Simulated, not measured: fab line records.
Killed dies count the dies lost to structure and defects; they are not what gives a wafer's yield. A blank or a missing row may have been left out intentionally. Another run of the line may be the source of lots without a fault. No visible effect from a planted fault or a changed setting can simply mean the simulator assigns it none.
Lot-split experiment || flow rit_cmos || on a route of 202 steps: 5 lots, 23 wafers read

== THE SPLIT ITSELF ==
At RIT_NWELL_SOFTBAKE_02 (time 60 s), the setting temp_c was moved away from the recipe's 90 C on 11 of the 23 wafers read, by -2.4% to +2.8%. All remaining wafers had this setting at the recipe value.

There is no step in the file separating the split from the reading.

== THE READING ==
NOVOLAK_of_NWELL_COAT_01.thk_nm (the simulator's own value, which no gauge read), in nm, at RIT_NWELL_DEVELOP_05 (develop time 68 s). The file gives no usual value for it. Here, 12 wafers ran the recipe; their average is 1302 nm with a standard deviation of 3.5 nm.

{"wafer": "L074.1", "tool, chamber at the split": "litho_track-02, 0", "temp_c as run, C": 90, "against the recipe": "recipe", "NOVOLAK_of_NWELL_COAT_01.thk_nm, nm": 1300, "against lot-mates on the recipe": "-"}
{"wafer": "L074.2", "tool, chamber at the split": "litho_track-02, 0", "temp_c as run, C": 90, "against the recipe": "recipe", "NOVOLAK_of_NWELL_COAT_01.thk_nm, nm": 1301, "against lot-mates on the recipe": "-"}
{"wafer": "L074.3", "tool, chamber at the split": "litho_track-02, 0", "temp_c as run, C": 88.88, "against the recipe": "-1.2%", "NOVOLAK_of_NWELL_COAT_01.thk_nm, nm": 1305, "against lot-mates on the recipe": "+5"}
{"wafer": "L074.4", "tool, chamber at the split": "litho_track-02, 0", "temp_c as run, C": 88.88, "against the recipe": "-1.2%", "NOVOLAK_of_NWELL_COAT_01.thk_nm, nm": 1305, "against lot-mates on the recipe": "+5"}
{"wafer": "L074.6", "tool, chamber at the split": "litho_track-02, 0", "temp_c as run, C": 90, "against the recipe": "recipe", "NOVOLAK_of_NWELL_COAT_01.thk_nm, nm": 1298, "against lot-mates on the recipe": "-"}
{"wafer": "L075.1", "tool, chamber at the split": "litho_track-04, 0", "temp_c as run, C": 92.53, "against the recipe": "+2.8%", "NOVOLAK_of_NWELL_COAT_01.thk_nm, nm": 1302, "against lot-mates on the recipe": -6}
{"wafer": "L075.2", "tool, chamber at the split": "litho_track-04, 0", "temp_c as run, C": 92.53, "against the recipe": "+2.8%", "NOVOLAK_of_NWELL_COAT_01.thk_nm, nm": 1297, "against lot-mates on the recipe": -12}
{"wafer": "L075.3", "tool, chamber at the split": "litho_track-04, 0", "temp_c as run, C": 92.53, "against the recipe": "+2.8%", "NOVOLAK_of_NWELL_COAT_01.thk_nm, nm": 1299, "against lot-mates on the recipe": -10}
{"wafer": "L075.5", "tool, chamber at the split": "litho_track-04, 0", "temp_c as run, C": 90, "against the recipe": "recipe", "NOVOLAK_of_NWELL_COAT_01.thk_nm, nm": 1309, "against lot-mates on the recipe": "-"}
{"wafer": "L075.6", "tool, chamber at the split": "litho_track-04, 0", "temp_c as run, C": 90, "against the recipe": "recipe", "NOVOLAK_of_NWELL_COAT_01.thk_nm, nm": 1308, "against lot-mates on the recipe": "-"}
{"wafer": "L077.1", "tool, chamber at the split": "litho_track-04, 0", "temp_c as run, C": 88.98, "against the recipe": "-1.1%", "NOVOLAK_of_NWELL_COAT_01.thk_nm, nm": 1303, "against lot-mates on the recipe": "+4"}
{"wafer": "L077.2", "tool, chamber at the split": "litho_track-04, 0", "temp_c as run, C": 90, "against the recipe": "recipe", "NOVOLAK_of_NWELL_COAT_01.thk_nm, nm": 1300, "against lot-mates on the recipe": "-"}
{"wafer": "L077.3", "tool, chamber at the split": "litho_track-04, 0", "temp_c as run, C": 88.98, "against the recipe": "-1.1%", "NOVOLAK_of_NWELL_COAT_01.thk_nm, nm": 1305, "against lot-mates on the recipe": "+6"}
{"wafer": "L077.5", "tool, chamber at the split": "litho_track-04, 0", "temp_c as run, C": 88.98, "against the recipe": "-1.1%", "NOVOLAK_of_NWELL_COAT_01.thk_nm, nm": 1306, "against lot-mates on the recipe": "+8"}
{"wafer": "L077.6", "tool, chamber at the split": "litho_track-04, 0", "temp_c as run, C": 90, "against the recipe": "recipe", "NOVOLAK_of_NWELL_COAT_01.thk_nm, nm": 1297, "against lot-mates on the recipe": "-"}
{"wafer": "L081.1", "tool, chamber at the split": "litho_track-04, 0", "temp_c as run, C": 87.82, "against the recipe": "-2.4%", "NOVOLAK_of_NWELL_COAT_01.thk_nm, nm": 1309, "against lot-mates on the recipe": "+7"}
{"wafer": "L081.2", "tool, chamber at the split": "litho_track-04, 0", "temp_c as run, C": 87.82, "against the recipe": "-2.4%", "NOVOLAK_of_NWELL_COAT_01.thk_nm, nm": 1306, "against lot-mates on the recipe": "+4"}
{"wafer": "L081.4", "tool, chamber at the split": "litho_track-04, 0", "temp_c as run, C": 90, "against the recipe": "recipe", "NOVOLAK_of_NWELL_COAT_01.thk_nm, nm": 1304, "against lot-mates on the recipe": "-"}
{"wafer": "L081.5", "tool, chamber at the split": "litho_track-04, 0", "temp_c as run, C": 90, "against the recipe": "recipe", "NOVOLAK_of_NWELL_COAT_01.thk_nm, nm": 1300, "against lot-mates on the recipe": "-"}
{"wafer": "L081.6", "tool, chamber at the split": "litho_track-04, 0", "temp_c as run, C": 87.82, "against the recipe": "-2.4%", "NOVOLAK_of_NWELL_COAT_01.thk_nm, nm": 1311, "against lot-mates on the recipe": "+9"}
{"wafer": "L084.4", "tool, chamber at the split": "litho_track-02, 0", "temp_c as run, C": 90, "against the recipe": "recipe", "NOVOLAK_of_NWELL_COAT_01.thk_nm, nm": 1303, "against lot-mates on the recipe": "-"}
{"wafer": "L084.5", "tool, chamber at the split": "litho_track-02, 0", "temp_c as run, C": 90, "against the recipe": "recipe", "NOVOLAK_of_NWELL_COAT_01.thk_nm, nm": 1303, "against lot-mates on the recipe": "-"}
{"wafer": "L084.6", "tool, chamber at the split": "litho_track-02, 0", "temp_c as run, C": 90, "against the recipe": "recipe", "NOVOLAK_of_NWELL_COAT_01.thk_nm, nm": 1303, "against lot-mates on the recipe": "-"}

FIT RESULTS
A straight line over all 23 wafers: NOVOLAK_of_NWELL_COAT_01.thk_nm changes by -1.73 nm for each +1% of temp_c; r = -0.65; the points scatter about the line by 3 nm.
The same after taking each lot's own level away (the mean of its wafers on the recipe; 23 wafers): -3.29 nm for each +1%; r = -0.94; scatter 1.9 nm.
Per that fit: largest temp_c move, reading shift of 9.2 nm.
From 1298.5 to 1308.5 nm: that is the span of the lots' own levels, equal to 2.9 times the standard deviation above.
So the lot-to-lot level blurs the effect unless lot-mates are compared.
Check: for one of the wafers moved furthest among these (+2.8%), held out of the fit, the line's prediction against its lot-mates is -9.74 nm. Against them it came out at -6.5 nm.

== FURTHER SPLITS ON THESE WAFERS ==
These wafers also went through other splits before the reading. Each is held against what the fit with the lots' levels taken away leaves over:
{"other split on the same wafers": "RIT_ACTIVE_COAT_06 resist_thk_nm", "wafers away from the commonest value": 7, "r with NOVOLAK_of_NWELL_COAT_01.thk_nm (lot level and that fit taken away)": "+0.03"}
{"other split on the same wafers": "RIT_FOX2_OXIDATION_00 temp_c", "wafers away from the commonest value": 15, "r with NOVOLAK_of_NWELL_COAT_01.thk_nm (lot level and that fit taken away)": -0.17}

== FILE'S OWN FIT ==
NOVOLAK_of_NWELL_COAT_01.thk_nm changes by -3.42 nm for each +1% of temp_c, r = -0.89.
